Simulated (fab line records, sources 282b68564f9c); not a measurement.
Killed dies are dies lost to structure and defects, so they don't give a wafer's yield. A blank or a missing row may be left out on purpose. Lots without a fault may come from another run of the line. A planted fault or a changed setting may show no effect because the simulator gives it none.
A struck lot beside a sound one | flow rit_cmos | 34 steps out of a route of 202
Sound: wafers L149.1, L149.4, L149.5. Struck: wafers L155.2, L155.3, L155.4. The cause comes at the end.
At each step with rows: each side's tool, then ch and its chambers, then its first start. Under that, the readings that differ: sound wafers | struck wafers | difference of the means | sigmas: that difference in standard deviations of wafers without a fault.
alike: readings whose means differ by less than 2 such deviations, and words and numbers that are the same on both sides. not compared: withheld readings, readings that some wafer has no value for, bounds like >300 that may hide the same value, and numbers for which the record gives no deviation and whose values overlap.
The two part at a step that has a row with sigmas, a row that says differs or no value, or rows on one side only. Numbers that don't overlap but have no deviation are shown without sigmas and don't part them. A reading that every wafer of one side lacks parts them only if that side has two wafers or more.

first, 2 steps without rows for these wafers: RIT_SPACER_CLEAN_02 (cleans in SC2, time 600 s); RIT_SPACER_CVD_03 (deposits Si3N4 from SiH2Cl2/NH3, target thk 250 nm, time 3300 s).
RIT_SPACER_THK_MEAS_04:
  sound on film_metro-03, day 5 07:42; struck on film_metro-02, day 6 16:23
  alike: SPACER_NITRIDE_THK
RIT_SPACER_ETCHBACK_05: etches Si3N4 in SF6/CHF3, stops on SiO2, target depth 250 nm, time 240 s.
  sound on rie_diel-03 ch 1,2,3, day 5 07:46; struck on rie_diel-03 ch 0,1,2, day 6 16:26
  alike: drypump_motor_current_A, oes_product_au, rf_fwd_power_W, throttle_valve_pct
  not compared: rf_hours_counter_h
then, 6 steps without rows for these wafers: RIT_NSD_HMDS_00 (prime time 60 s); RIT_NSD_COAT_01 (resist thk 1000 nm); RIT_NSD_SOFTBAKE_02 (time 60 s); RIT_NSD_EXPOSE_03 (exposes mask M9, target cd 40700 nm); RIT_NSD_PEB_04; RIT_NSD_DEVELOP_05 (develop time 50 s).
RIT_NSD_OVL_MEAS_06:
  sound on overlay-02, day 5 14:35; struck on overlay-01, day 6 17:26
  alike: NSD_OVL
then, 1 step without rows for these wafers: RIT_NSD_HARDBAKE_07 (time 60 s).
RIT_NSD_IMPLANT_08:
  sound on implanter-04 ch 0, day 5 14:46; struck on implanter-03 ch 0, day 6 17:39
  reading            | sound                         | struck                        | difference | sigmas
  dose_ions_cm2      | 9.981e+14 9.98e+14 1.0005e+15 | 9.675e+14 9.693e+14 9.685e+14 | -3.043e+13 | -28
  faraday_current_uA | 3216 3084 3106                | 2967 2921 3113                | -135       | -2
  alike: end_station_pressure_torr
RIT_NSD_STRIP_09: strips in O2, time 180 s.
  sound on plasma_asher-03 ch 0,1, day 5 14:55; struck on plasma_asher-03 ch 0,1, day 6 17:46
  alike: drypump_motor_current_A
  not compared: rf_hours_counter_h
RIT_NSD_TW_MEAS_10:
  sound on film_metro-02, day 5 15:06; struck on film_metro-03, day 6 17:58
  alike: NSD_TW
then, 6 steps without rows for these wafers: RIT_PSD_HMDS_00 (prime time 60 s); RIT_PSD_COAT_01 (resist thk 1000 nm); RIT_PSD_SOFTBAKE_02 (time 60 s); RIT_PSD_EXPOSE_03 (exposes mask M10, target cd 40900 nm); RIT_PSD_PEB_04; RIT_PSD_DEVELOP_05 (develop time 50 s).
RIT_PSD_OVL_MEAS_06:
  sound on overlay-01, day 5 16:29; struck on overlay-02, day 6 19:01
  alike: PSD_OVL
then, 2 steps without rows for these wafers: RIT_PSD_HARDBAKE_07 (time 60 s); RIT_PSD_IMPLANT_08.
RIT_PSD_STRIP_09: strips in O2, time 180 s.
  sound on plasma_asher-04 ch 0,1, day 5 17:04; struck on plasma_asher-03 ch 0,1, day 6 19:27
  alike: drypump_motor_current_A
  not compared: rf_hours_counter_h
RIT_PSD_TW_MEAS_10:
  sound on film_metro-02, day 5 17:15; struck on film_metro-03, day 6 19:38
  reading | sound          | struck         | difference | sigmas
  PSD_TW  | 3422 3423 3400 | 3460 3471 3465 | +50        | +3
then, 3 steps without rows for these wafers: RIT_SDANNEAL_CLEAN_00 (cleans in SC1, time 600 s); RIT_SDANNEAL_CLEAN_01 (cleans in dHF, time 30 s); RIT_SDANNEAL_CLEAN_02 (cleans in SC2, time 600 s).
RIT_SDANNEAL_RTA_03: time 5 s.
  sound on rtp_anneal-01 ch 0, day 5 17:40; struck on rtp_anneal-01 ch 0, day 6 20:05
  alike: wafer_temp_C_max
RIT_SDANNEAL_RS_MEAS_04: measures by four-point-probe.
  sound on film_metro-03, day 5 17:44; struck on film_metro-02, day 6 20:10
  alike: PSD_RS
RIT_SDANNEAL_RS_MEAS_05: measures by four-point-probe.
  sound on film_metro-03, day 5 17:51; struck on film_metro-02, day 6 20:17
  reading         | sound             | struck            | difference | sigmas
  NSD_RS (ohm/sq) | 84.82 84.53 84.72 | 87.21 87.03 87.23 | +2.47      | +9
RIT_SDANNEAL_RS_MEAS_06: measures by four-point-probe.
  sound on film_metro-03, day 5 17:58; struck on film_metro-02, day 6 20:24
  alike: PLDD_RS
RIT_M1_PROBE_99:
  sound on prober-01, day 6 06:46; struck on prober-01, day 7 04:43
  reading            | sound | struck | difference | sigmas
  killed_at_M0_to_M3 | 1 0 0 | 0 0 0  | +0         | -4
  alike: killed_at_contacts, killed_at_front_end, killed_dies, killed_open, killed_short
  not compared: model.etest.contact_nplus.end_ohm_um

WHERE THEY PART
First at RIT_NSD_IMPLANT_08; last, within this record, at RIT_M1_PROBE_99.

WHY: what the simulator had put in
Process parameter drift: implanter-03, from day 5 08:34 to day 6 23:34, at RIT_NSD_IMPLANT_08. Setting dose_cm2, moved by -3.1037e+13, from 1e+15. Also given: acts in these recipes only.
